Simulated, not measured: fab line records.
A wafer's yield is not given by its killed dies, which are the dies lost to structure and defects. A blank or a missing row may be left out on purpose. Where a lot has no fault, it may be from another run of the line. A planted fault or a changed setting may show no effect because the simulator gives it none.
Which tool did it? | flow rit cmos | 7 lots with 21 wafers sampled at 2 steps, on a route of 202 steps

WHAT EACH GAUGE READ, for each wafer
RIT_NRETRO_TW_MEAS_10.
lot  | measured    | on            | NRETRO_TW
L870 | day 2 20:51 | film metro-02 | 1038 1038 1046
L875 | day 3 22:35 | film metro-02 | 1038 1039 1037
L878 | day 4 15:32 | film metro-01 | 1025 1026 1028
L881 | day 5 05:03 | film metro-01 | 1157 1155 1157
L886 | day 6 05:08 | film metro-01 | 1032 1035 1029
L888 | day 6 14:44 | film metro-01 | 1032 1036 1030
L890 | day 7 00:56 | film metro-01 | 1031 1036 1033

EACH LOT AND THE TOOL THAT RAN IT (in order: tool; ch and the chambers of the sampled wafers; start)
lot  | RIT_NRETRO_IMPLANT_08
L870 | implanter-02 ch 0, day 2 20:32
L875 | implanter-03 ch 0, day 3 22:19
L878 | implanter-02 ch 0, day 4 15:13
L881 | implanter-03 ch 0, day 5 04:44
L886 | implanter-04 ch 0, day 6 04:52
L888 | implanter-02 ch 0, day 6 14:26
L890 | implanter-02 ch 0, day 7 00:37
- RIT_NRETRO_IMPLANT_08

THE ANSWER, worked out from the rows above alone
Rule: usual is defined by the lots themselves. Put in order of their means at a reading, lots are off if they are a third of the lots or fewer, leave a main group of 4 or more, and stand apart from it by a gap of 3 or more times the standard deviation of the main group's means; of several such gaps the widest counts. A main group is skipped when, at the precision printed for the reading in the tables above, its means are all equal. Also off: a lot with no number at a reading for which 4 or more lots have one. Where the step has rows for the other lots, those lots are counted as sound.
Off: L881, at RIT_NRETRO_TW_MEAS_10 (NRETRO_TW). For the main group the mean is 1034 and the standard deviation 4.6.
If a tool, at a process step before that reading, ran all the lots that are off and no sound lot after the first of them, it fits. The gauges at RIT_NRETRO_TW_MEAS_10 are tried like those tools. One fits: RIT_NRETRO_IMPLANT_08 on implanter-03. A fault onset in the window from L875 (day 3 22:19, its last sound lot) to L881 (day 5 04:44, its first lot off) fits.

WHAT THE SIMULATOR HAD INSERTED
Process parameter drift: implanter-03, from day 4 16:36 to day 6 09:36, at RIT_NRETRO_IMPLANT_08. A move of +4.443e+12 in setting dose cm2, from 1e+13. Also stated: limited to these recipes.
Shown lots that were struck: L881. The rule given above showed the same thing.
